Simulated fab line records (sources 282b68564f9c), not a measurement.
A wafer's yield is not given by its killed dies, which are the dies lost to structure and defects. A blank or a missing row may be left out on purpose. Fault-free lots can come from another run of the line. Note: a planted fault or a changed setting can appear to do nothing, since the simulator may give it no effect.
Which of the tools did it?    flow rit cmos    14 lots with 42 wafers sampled at 2 steps, on a route of 202 steps

WHAT THE GAUGES READ, wafer by wafer
No reading from a measuring or inspecting step in the record can be judged against a usual standard deviation.

WHAT TOOL EACH LOT RAN ON (gives the tool, then ch and the chambers of the sampled wafers, and finally the start)
lot   RIT_NSD_STRIP_09                     RIT_M1_PROBE_99
L724  plasma asher-02 ch 0,1, day 3 03:00  -
L725  plasma asher-02 ch 0,1, day 3 05:48  -
L726  plasma asher-03 ch 0,1, day 3 10:39  -
L727  plasma asher-04 ch 0,1, day 3 18:41  -
L728  plasma asher-02 ch 0,1, day 3 20:58  -
L729  plasma asher-02 ch 0,1, day 4 07:34  -
L730  plasma asher-02 ch 0,1, day 4 09:33  -
L731  plasma asher-04 ch 0,1, day 4 12:25  -
L734  plasma asher-02 ch 0,1, day 5 06:25  -
L739  plasma asher-04 ch 0,1, day 6 02:46  prober-01, day 6 12:49
L740  plasma asher-04 ch 0,1, day 6 08:02  prober-02, day 6 17:48
L742  plasma asher-02 ch 0, day 6 19:45    -
L744  plasma asher-03 ch 0,1, day 7 09:00  -
L746  plasma asher-02 ch 0,1, day 7 15:48  -
- RIT_NSD_STRIP_09: strips in O2, time 180 s.
- RIT_M1_PROBE_99

WHAT THE TOOLS THEMSELVES READ (means of the sampled wafers that have a number; where no wafer has one, the mark that the record gives instead)
RIT_NSD_STRIP_09. Usual: drypump motor current A at 5.7 A, with a standard deviation of 0.3.
lot   tool             drypump motor current A (A)  flag
L724  plasma asher-02  6.0                          
L725  plasma asher-02  5.9                          
L726  plasma asher-03  5.6                          
L727  plasma asher-04  5.5                          
L728  plasma asher-02  5.9                          
L729  plasma asher-02  6.0                          
L730  plasma asher-02  6.0                          
L731  plasma asher-04  5.5                          
L734  plasma asher-02  6.0                          
L739  plasma asher-04  5.5                          
L740  plasma asher-04  5.5                          
L742  plasma asher-02  5.9                          
L744  plasma asher-03  5.6                          
L746  plasma asher-02  6.0                          

RIT_M1_PROBE_99. Usual: killed at contacts 0.0, standard deviation 0.2; killed at front end 6.6, standard deviation 2.9; killed dies 6.6, standard deviation 3; killed on rim 1.7, standard deviation 1.4; killed open 3.4, standard deviation 2; killed short 3.2, standard deviation 2.
lot   tool       killed at contacts  killed at front end  killed dies  killed on rim  killed open  killed short  flag
L739  prober-01  0.0                 19.7                 19.7         6.7            1.7          3.7           OFF
L740  prober-02  0.0                 15.7                 15.7         5.7            0.7          2.7           OFF

THE ANSWER, worked out from the rows above alone
Rule: a lot counts as off when the mean over its wafers that have a number is more than 3 standard deviations away from the usual mean. Also off: a lot with no number at a reading for which 4 or more lots have one. The other lots that the step has rows for count as sound. After the gauges, taken in route order, come the tools' own readings; for these a lot's mean is taken, as printed above. The first step at which some lot is off is used, and at that step the reading that is off furthest; a lot without a number counts as furthest.
Off, at RIT_M1_PROBE_99 on killed at front end: L739, L740. Neither off nor sound, because the step has no rows for them: L724, L725, L726, L727, L728, L729, L730, L731, L734, L742, L744, L746.
A tool fits if, at that step or a process step before it, it ran every lot that is off, and no sound lot after the first of them. One fits: RIT_NSD_STRIP_09 on plasma asher-04. It ran no sound lot before its first lot that is off in this sample, so the start can't be narrowed down.

WHAT HAD BEEN PUT IN BY THE SIMULATOR
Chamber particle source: plasma asher-04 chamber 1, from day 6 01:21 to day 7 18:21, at RIT_NSD_STRIP_09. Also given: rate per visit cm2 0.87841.
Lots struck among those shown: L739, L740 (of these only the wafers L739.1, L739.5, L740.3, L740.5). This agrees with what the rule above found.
